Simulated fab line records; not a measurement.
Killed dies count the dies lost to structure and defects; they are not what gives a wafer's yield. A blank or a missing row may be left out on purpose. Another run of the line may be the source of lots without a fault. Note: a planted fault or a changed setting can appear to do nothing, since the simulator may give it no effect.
2 desks, one fault / flow berkeley cmos170 / what lay behind the numbers comes last; until then each desk has only its own

THE METROLOGY DESK
What the gauges read for every lot (on any tool): the sampled wafers with a number, averaged. The brackets show how far a lot's mean lies from the usual mean; more than 4 standard deviations puts the lot out of limits, marked OUT.
Columns: A = cd nm at UCB170_NSD_CD_MEAS_06, usual 1199.9 nm; B = cd nm at UCB170_CONTACT_CD_MEAS_15, usual 700.3 nm
lot=L521; first seen here=day 6 13:09; A=1197.9; B=700.2
lot=L524; first seen here=day 7 00:05; A=1197.5; B=699.6
lot=L523; first seen here=day 7 00:22; A=1199.9; B=700.1
lot=L525; first seen here=day 7 16:04; A=1199.2; B=700.7
lot=L526; first seen here=day 7 16:42; A=1199.9; B=700.9
lot=L528; first seen here=day 8 10:50; A=1199.5; B=698.7
lot=L531; first seen here=day 8 21:47; A=1198.8; B=699.9
lot=L532; first seen here=day 8 22:05; A=1201.6; B=701.2
lot=L534; first seen here=day 9 08:43; A=1199.6; B=701.4
lot=L536; first seen here=day 10 02:53; A=1199.0; B=702.6
lot=L538; first seen here=day 10 03:44; A=1199.0; B=699.8
lot=L539; first seen here=day 10 13:08; A=1199.0; B=699.6
lot=L542; first seen here=day 11 10:01; A=1202.8; B=700.7
lot=L541; first seen here=day 11 10:20; A=1200.7; B=701.0
This desk's finding: nothing out of limits on any of the 14 lots.

DESK OF THE TOOL OWNER: litho track-02
The tool's own readings at UCB170_M2_HMDS_04 (prime time 60 s): means of the sampled wafers that have a number, for each lot that ran on this tool. The brackets show how far a lot's mean lies from the usual mean; more than 4 standard deviations puts the lot out of limits, marked OUT.
Columns: A = chill plate temp C at UCB170_M2_HMDS_04, usual 22.99 C; B = prime temp c at UCB170_M2_HMDS_04, usual 99.98 C
lot=L521; first seen here=day 7 05:55; A=22.94; B=100.07
lot=L525; first seen here=day 8 08:01; A=23.06; B=99.83
lot=L531; first seen here=day 9 14:41; A=23.05; B=86.80 (-99 or more) OUT
lot=L532; first seen here=day 9 15:07; A=22.95; B=87.15 (-99) OUT
This desk's finding: out of limits on L531, L532; first on L531, day 9 14:41 (prime temp c at UCB170_M2_HMDS_04). Within limits: L521, L525.

ALL TOGETHER
An alarm could have come from the tool owner's desk at day 9 14:41, on L531, L532.
From the metrology desk's view, nothing was out of limits.
The metrology desk holds a record of L531, L532, inside its limits.
All the named lots went through UCB170_M2_HMDS_04 on litho track-02.

WHAT THE SIMULATOR HAD INSERTED
Drift in process parameters on litho track-02 at UCB170_M2_HMDS_04, starting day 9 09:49. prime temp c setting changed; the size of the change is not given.
Struck lots among those shown: L531, L532.
Hours from the fault's start to each desk's first reading out of limits: the tool owner's desk, 5.
